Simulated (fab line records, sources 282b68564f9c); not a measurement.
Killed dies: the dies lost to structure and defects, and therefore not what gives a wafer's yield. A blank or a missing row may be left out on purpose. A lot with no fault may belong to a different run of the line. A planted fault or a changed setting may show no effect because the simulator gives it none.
Which of the tools did it? | flow rit cmos | 9 lots with 27 wafers sampled at 4 steps, on a route of 202 steps

== WHAT THE GAUGES READ, wafer by wafer ==
RIT_ACTIVE_THK_MEAS_04.
lot  | measured    | on            | ACTIVE_NITRIDE_THK (nm)
L733 | day 1 13:32 | film metro-03 | 151.3 151.4 150.2
L734 | day 1 18:34 | film metro-02 | 149.6 150.3 151.0
L735 | day 2 00:04 | film metro-02 | 149.1 150.3 150.0
L736 | day 2 04:32 | film metro-03 | 148.2 147.5 149.7
L746 | day 4 07:19 | film metro-03 | 150.6 150.7 150.1
L751 | day 5 07:32 | film metro-03 | 152.0 150.7 150.8
L752 | day 5 12:32 | film metro-04 | 149.4 149.4 150.0
L754 | day 5 22:40 | film metro-02 | 149.4 148.9 150.7
L756 | day 6 08:32 | film metro-04 | 148.7 148.5 149.2

RIT_SPACER_THK_MEAS_04.
lot  | measured    | on            | SPACER_NITRIDE_THK (nm)
L733 | day 2 21:25 | film metro-01 | 251.4 252.4 253.9
L734 | day 3 04:52 | film metro-03 | 245.6 245.0 247.6
L735 | day 3 09:14 | film metro-03 | 249.0 248.1 248.7
L736 | day 3 13:52 | film metro-03 | 252.9 251.5 253.9
L746 | day 5 15:45 | film metro-01 | 165.7 166.7 164.4
L751 | day 6 15:54 | film metro-02 | 249.3 253.3 251.5
L752 | day 6 21:22 | film metro-02 | 249.5 250.0 250.5
L754 | day 7 08:53 | film metro-01 | 246.0 246.9 247.7
L756 | day 7 19:14 | film metro-01 | 252.0 250.0 249.5

== WHICH TOOL RAN EACH LOT (tool, then ch and the chambers of the sampled wafers, then the start) ==
lot  | RIT_NLDD_STRIP_09                   | RIT_SPACER_CVD_03
L733 | plasma asher-02 ch 0,1, day 2 17:18 | lpcvd-02 ch 0, day 2 19:29
L734 | plasma asher-02 ch 0, day 3 00:47   | lpcvd-02 ch 1, day 3 02:56
L735 | plasma asher-03 ch 1, day 3 05:07   | lpcvd-01 ch 0, day 3 07:19
L736 | plasma asher-04 ch 1, day 3 09:47   | lpcvd-01 ch 0, day 3 11:56
L746 | plasma asher-02 ch 0,1, day 5 11:50 | lpcvd-02 ch 1, day 5 13:49
L751 | plasma asher-04 ch 0,1, day 6 11:56 | lpcvd-01 ch 1, day 6 13:59
L752 | plasma asher-02 ch 0,1, day 6 17:18 | lpcvd-01 ch 1, day 6 19:27
L754 | plasma asher-03 ch 0,1, day 7 02:52 | lpcvd-01 ch 1, day 7 06:00
L756 | plasma asher-03 ch 0,1, day 7 14:20 | lpcvd-01 ch 0, day 7 16:21
- RIT_NLDD_STRIP_09: strips in O2, time 180 s.
- RIT_SPACER_CVD_03: deposits Si3N4 from SiH2Cl2/NH3, target thk 250 nm, time 3300 s.

== WHAT THE TOOLS THEMSELVES READ (means of the sampled wafers that have a number; where no wafer has one, the mark that the record gives instead) ==
RIT_NLDD_STRIP_09.
lot  | tool            | drypump motor current A (A)
L733 | plasma asher-02 | 5.4
L734 | plasma asher-02 | 6.3
L735 | plasma asher-03 | 6.0
L736 | plasma asher-04 | 5.6
L746 | plasma asher-02 | 5.8
L751 | plasma asher-04 | 5.3
L752 | plasma asher-02 | 5.8
L754 | plasma asher-03 | 5.7
L756 | plasma asher-03 | 5.8

RIT_SPACER_CVD_03.
lot  | tool     | susceptor temp C (C)
L733 | lpcvd-02 | 810.0
L734 | lpcvd-02 | 810.1
L735 | lpcvd-01 | 810.1
L736 | lpcvd-01 | 809.9
L746 | lpcvd-02 | 810.0
L751 | lpcvd-01 | 810.3
L752 | lpcvd-01 | 810.0
L754 | lpcvd-01 | 810.2
L756 | lpcvd-01 | 809.7

== THE ANSWER, worked out from the rows above alone ==
Rule: usual is defined by the lots themselves. The widest of any qualifying gaps counts: lots, ordered by their means at a reading, are off when they make up no more than a third of the lots, leave a main group of 4 or more, and stand apart from it by 3 or more times the standard deviation of that group's means. If all means in a main group match to the digits the tables above print for the reading, that group is not used. A lot without any number at a reading at which 4 lots or more have one is off too. All remaining lots with rows at the step are treated as sound. First the gauges in route order, then the tools' own readings, where a lot's mean is used as printed above. The first step at which some lot is off is used, and at that step the reading that is off furthest; a lot without a number counts as furthest.
Off: L746, seen at RIT_SPACER_THK_MEAS_04 (SPACER_NITRIDE_THK). The main group has a mean of 249.8 nm with a standard deviation of 2.3.
A tool fits if, at a process step before that reading, it ran every lot that is off, and no sound lot after the first of them. The gauges at RIT_SPACER_THK_MEAS_04 are tried like those tools. One candidate fits, namely lpcvd-02 at RIT_SPACER_CVD_03. Its last sound lot is L734 (day 3 02:56), its first lot that is off L746 (day 5 13:49): a fault that began between those two fits.

== WHAT THE SIMULATOR HAD INSERTED ==
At RIT_SPACER_CVD_03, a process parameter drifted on lpcvd-02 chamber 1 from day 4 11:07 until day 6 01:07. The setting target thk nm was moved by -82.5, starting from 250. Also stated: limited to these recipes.
Shown lots that were struck: L746. The rule above found the same.
